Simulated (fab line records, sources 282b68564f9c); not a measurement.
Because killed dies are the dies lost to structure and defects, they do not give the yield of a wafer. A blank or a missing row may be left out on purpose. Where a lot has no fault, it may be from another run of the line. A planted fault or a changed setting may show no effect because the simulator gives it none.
fab line records    flow ritCmos
record lots=5  wafers=15  lastDay=7
route steps=202 shown PLDD@116 SPACER@125
lots that met no fault: taken from a fault-free run of the same line
startH: the number of hours between the record's first day and the start of the first shown wafer of the lot    waitH: hours elapsed since this lot's preceding step    " the same as in the row above    L1.1+2: a single row standing in for several wafers    - value missing, or start not given    * or withheld: withheld    < > ~ a bound
route shown NAME@n: NAME is a module with steps in the file, n the number in the route of the first one    usual: average and standard deviation across the fault-free wafers    same: alike in all rows    chamber/n: place in a boat    sites: readings site by site    _std_site: the standard deviation of these    _edge_site: outer sites' mean less inner sites'    radiusMm: for every site, how far away it sits from the centre of the wafer    mask NAME#n: copy n    behind: the last tool/chamber to shape the wafer    hold: reason for holding the lot/hours on hold/outcome of the hold    device: the n, p or np transistor that did not switch    end of line: at the end of the route, the tests of the same wafers    a step without rows: its recipe alone    killed: dies that structure and defects cost at the first sort, which is not the same as the wafer's yield    map: a wafer's dies, marking killed ones x, the rest . and places with no die _
set.NAME: the run value of the setting; set.NAME@STEP: its run value at that earlier step    model.NAME: the simulator's own value behind a step, which no gauge read
lots at some steps of the route; a table a step, a row a wafer
services: from which hour (startH, from the record's first day; less than 0 if before it) a tool's chamber was out of use, for how many hours, and why
## steps
# step RIT_PLDD_SOFTBAKE_02
# recipe resist=NOVOLAK  tempC=90  timeS=60
# step RIT_PLDD_EXPOSE_03
# recipe maskId=M8  na=0.57  targetCdNm=40900  doseMj=250
# step RIT_PLDD_PEB_04
# recipe resist=NOVOLAK  tempC=withheld  timeS=withheld
# step RIT_PLDD_DEVELOP_05
# recipe resist=NOVOLAK  developTimeS=49.22  devTempC=23
# step RIT_PLDD_OVL_MEAS_06
# usual PLDD_OVL=-1.2/1.3
lot.wafer  tool        chamber  startH  waitH  PLDD_OVL[nm]
L735.2     overlay-02  -        48.57   -      -1.7
L735.5     "           -        "       "      -1.7
L735.6     "           -        "       "      -0.7
L743.1     overlay-01  -        89.19   -      -1.3
L743.2     "           -        "       "      -1.0
L743.4     "           -        "       "      1.3
L744.3     overlay-02  -        93.25   -      -0.9
L744.4     "           -        "       "      -1.7
L744.6     "           -        "       "      -1.2
L749.2     overlay-02  -        117.05  -      -2.8
L749.3     "           -        "       "      -1.1
L749.5     "           -        "       "      0.4
L756.1     overlay-02  -        158.47  -      -2.4
L756.4     "           -        "       "      -1.5
L756.5     "           -        "       "      -1.7
# step RIT_PLDD_HARDBAKE_07
# recipe resist=NOVOLAK  tempC=140  timeS=60
# step RIT_PLDD_IMPLANT_08
# recipe species=BF2  energyKev=20  doseCm2=9e+14  tiltDeg=7
# step RIT_PLDD_STRIP_09
# recipe chemistry=O2  timeS=180  resist=NOVOLAK  platenTempC=withheld  powerW=500  pressureMtorr=4000  o2FlowSccm=4000
# usual drypumpMotorCurrentA=5.6/0.58
lot.wafer  tool            chamber  startH  waitH  drypumpMotorCurrentA  rfHoursCounterH
L735.2     plasmaAsher-04  1        48.90   0.1    4.9                   43
L735.5     "               1        "       "      4.8                   -
L735.6     "               0        "       "      6.3                   -
L743.1     plasmaAsher-04  1        89.53   0.1    4.8                   48
L743.2     "               0        "       "      6.3                   48
L743.4     "               1        "       "      4.9                   -
L744.3     plasmaAsher-01  1        93.63   0.1    6.1                   -
L744.4     "               0        "       "      6.0                   -
L744.6     "               1        "       "      6.1                   -
L749.2     plasmaAsher-02  0        117.38  0.1    4.7                   34
L749.3     "               1        "       "      5.5                   -
L749.5     "               1        "       "      5.5                   -
L756.1     plasmaAsher-01  1        158.81  0.1    6.0                   54
L756.4     "               0        "       "      5.9                   -
L756.5     "               0        "       "      6.0                   -
# step RIT_PLDD_TW_MEAS_10
# usual PLDD_TW=2336/32
lot.wafer  tool          chamber  startH  waitH  PLDD_TW
L735.2     filmMetro-03  -        49.08   0.1    2376
L735.5     "             -        "       "      2375
L735.6     "             -        "       "      2369
L743.1     filmMetro-02  -        89.70   0.1    2365
L743.2     "             -        "       "      2345
L743.4     "             -        "       "      2362
L744.3     filmMetro-01  -        93.77   0.1    2298
L744.4     "             -        "       "      2301
L744.6     "             -        "       "      2296
L749.2     filmMetro-03  -        117.57  0.1    2355
L749.3     "             -        "       "      2351
L749.5     "             -        "       "      2353
L756.1     filmMetro-02  -        158.98  0.1    2371
L756.4     "             -        "       "      2372
L756.5     "             -        "       "      2363
# step RIT_SPACER_CLEAN_00
# recipe chemistry=SC1  mix=3:3:50  timeS=600  tempC=75
# step RIT_SPACER_CLEAN_01
# recipe chemistry=dHF  dilution=50:1  timeS=30
# step RIT_SPACER_CLEAN_02
# recipe chemistry=SC2  mix=3:3:50  timeS=600  tempC=75  dry=n2Spin
# step RIT_SPACER_CVD_03
# recipe material=Si3N4  targetThkNm=250  tempC=810  precursor=SiH2Cl2/NH3  timeS=3300  pressureMtorr=300  sih2cl2FlowSccm=60  nh3FlowSccm=150
# usual spikeTcCentreC=812.5/1.2  spikeTcLoadC=832.8/2  spikeTcSourceC=833.8/1.9  susceptorTempC=810.0/0.32  zonePowerCentrePct=37.7/0.96  zonePowerSourcePct=21.2/0.33
lot.wafer  tool      chamber  startH  waitH  spikeTcCentreC  spikeTcLoadC  spikeTcSourceC  susceptorTempC  zonePowerCentrePct  zonePowerSourcePct  model.Si3N4_of_SPACER_CVD_03.thkNm
L735.2     lpcvd-02  0        49.53   0.0    810.1           832.5         832.4           810.4           37.4                21.0                253.1
L735.5     "         0        "       "      812.5           831.3         831.0           810.2           36.7                21.0                252.9
L735.6     "         0        "       "      810.9           831.1         832.2           810.5           36.4                21.1                251.4
L743.1     lpcvd-02  1        90.13   0.0    813.4           828.2         834.5           809.8           37.5                21.6                247.1
L743.2     "         1        "       "      812.6           828.7         832.7           809.4           37.1                21.9                247.2
L743.4     "         1        "       "      814.0           830.3         832.3           809.7           37.0                21.9                248.8
L744.3     lpcvd-01  0        94.18   0.0    856.5           881.0         881.4           855.0           40.7                23.4                418
L744.4     "         0        "       "      857.8           879.0         881.2           855.0           39.9                23.9                420.7
L744.6     "         0        "       "      856.5           880.4         882.2           854.5           40.1                23.7                419.5
L749.2     lpcvd-01  1        118.53  0.5    813.5           834.3         834.5           810.2           39.1                21.2                248.9
L749.3     "         1        "       "      812.3           834.6         832.3           809.9           39.3                21.2                249.1
L749.5     "         1        "       "      813.3           834.9         834.2           810.3           39.7                21.6                248.3
L756.1     lpcvd-02  0        159.46  0.0    809.9           833.1         832.3           810.0           37.5                20.9                249.2
L756.4     "         0        "       "      810.6           833.0         831.5           809.8           37.7                21.3                251.4
L756.5     "         0        "       "      811.8           830.8         831.8           809.6           37.3                21.1                249.6
# step RIT_SPACER_THK_MEAS_04
# recipe reads=Si3N4_of_SPACER_CVD_03
# usual SPACER_NITRIDE_THK=250.1/2.5
lot.wafer  tool          chamber  startH  waitH  SPACER_NITRIDE_THK[nm]
L735.2     filmMetro-02  -        51.46   0.0    253.3
L735.5     "             -        "       "      252.8
L735.6     "             -        "       "      251.4
L743.1     filmMetro-02  -        92.04   0.0    247.1
L743.2     "             -        "       "      247.3
L743.4     "             -        "       "      248.6
L744.3     filmMetro-04  -        96.11   0.0    418.0
L744.4     "             -        "       "      420.4
L744.6     "             -        "       "      419.7
L749.2     filmMetro-01  -        120.46  0.0    248.8
L749.3     "             -        "       "      248.9
L749.5     "             -        "       "      248.0
L756.1     filmMetro-04  -        161.37  0.0    249.1
L756.4     "             -        "       "      251.3
L756.5     "             -        "       "      249.7
# step RIT_SPACER_ETCHBACK_05
# recipe targetDepthA=2500  SF6_flow_sccm=30  CHF3_flow_sccm=30  target=Si3N4  chemistry=SF6/CHF3  pressureMtorr=40  rfW=250  timeS=229.5  stopOn=SiO2
# usual CHF3_flow_sccm=30.01/0.08  drypumpMotorCurrentA=5.5/0.53  oesProductAu=0.871/0.016  throttleValvePct=10.37/0.16
lot.wafer  tool        chamber  startH  waitH  CHF3_flow_sccm  drypumpMotorCurrentA  oesProductAu  rfHoursCounterH  throttleValvePct  model.Si3N4_of_SPACER_CVD_03.thkNm  model.etch.depthNm
L735.2     rieDiel-01  0        51.51   0.0    29.98           5.9                   0.908         111              10.43             200.9                               253.1
L735.5     "           3        "       "      30.06           4.8                   0.865         -                10.45             201.4                               252.9
L735.6     "           0        "       "      30.08           5.9                   0.897         -                10.42             199.6                               251.4
L743.1     rieDiel-02  3        92.10   0.1    29.99           5.8                   0.850         125              10.04             195.8                               247.1
L743.2     "           2        "       "      30.10           4.9                   0.858         89               10.34             196.2                               247.2
L743.4     "           1        "       "      29.97           5.8                   0.858         118              10.50             196                                 248.8
L744.3     rieDiel-02  1        96.15   0.0    30.03           5.8                   1.007         118              10.55             328.5                               309.5
L744.4     "           0        "       "      29.92           5.2                   1.031         151              10.24             332.3                               303.7
L744.6     "           3        "       "      30.04           5.8                   0.984         -                10.09             331.7                               302.5
L749.2     rieDiel-02  0        120.51  0.0    30.08           5.3                   0.896         152              10.20             197                                 248.9
L749.3     "           1        "       "      29.81           5.8                   0.856         119              10.47             196.2                               249.1
L749.5     "           1        "       "      29.89           5.8                   0.851         -                10.48             195.5                               248.3
L756.1     rieDiel-01  1        161.43  0.1    30.03           6.6                   0.882         135              10.35             199.3                               249.2
L756.4     "           3        "       "      30.00           4.8                   0.865         -                10.46             200.3                               251.4
L756.5     "           1        "       "      29.97           6.6                   0.883         -                10.38             199.2                               249.6
## services
tool            chamber  startH  hours  kind
rieDiel-02      3        35.02   13.1   repair
plasmaAsher-02  -        50.59   2.3    repair
plasmaAsher-01  -        60.14   2.8    pm
plasmaAsher-02  -        77.20   0.7    repair
plasmaAsher-02  -        78.69   1.6    repair
plasmaAsher-02  -        88.25   2.5    repair
lpcvd-01        -        96.11   6.0    pm
rieDiel-01      -        104.43  27.2   repair
lpcvd-02        -        115.61  6.0    pm
rieDiel-02      0        144.20  -      clean
rieDiel-02      0        144.20  13.0   scheduledDown
rieDiel-02      0        144.20  13.0   ventCycle
rieDiel-01      0        145.67  4.8    repair
rieDiel-01      1        151.97  3.9    repair
rieDiel-01      0        159.07  4.2    repair
## key
firstSign step=RIT_SPACER_CVD_03  reading=susceptorTempC  direction=up  sigmas=99+  usual=*  struck=*
effect step=RIT_SPACER_CVD_03  reading=spikeTcCentreC  direction=up  sigmas=37  usual=812.5  struck=856.9
effect step=RIT_SPACER_THK_MEAS_04  reading=SPACER_NITRIDE_THK  direction=up  sigmas=68  usual=250.1  struck=419.4
effect step=RIT_SPACER_ETCHBACK_05  reading=oesProductAu  direction=up  sigmas=8.6  usual=0.871  struck=1.007
modelEffect step=RIT_SPACER_CVD_03  value=Si3N4_of_SPACER_CVD_03.thkNm  without=249  struck=419.4
modelEffect step=RIT_SPACER_ETCHBACK_05  value=Si3N4_of_SPACER_CVD_03.thkNm  without=196.4  struck=330.8
metAt RIT_SPACER_CVD_03
struckWafers L744.3,L744.4,L744.6
laterRowsLeftOut L744.3,L744.4,L744.6
sortLeftOut L744.3,L744.4,L744.6
testerLeftOut L744
fault kind=processParameterDrift  tool=lpcvd-01  chamber=0  onsetH=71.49  steps=RIT_SPACER_CVD_03  channel=tempC  offset=*  shape=step  endH=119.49  actsIn=*  stated=*
# testerLeftOut: of these lots the tester's yield and bins aren't shown, on N5 and GAA mostly nor the transistor test; their killed dies are dies lost to structure and defects alone, not to doping, threshold or leakage, so they don't give the yield
# sortLeftOut: the simulated sort isn't trusted on such a fault, so these wafers' sort isn't shown, and their yield isn't known
# laterRowsLeftOut: the simulator's readings of these wafers behind a module that went badly wrong aren't trusted and aren't shown, but for the sort
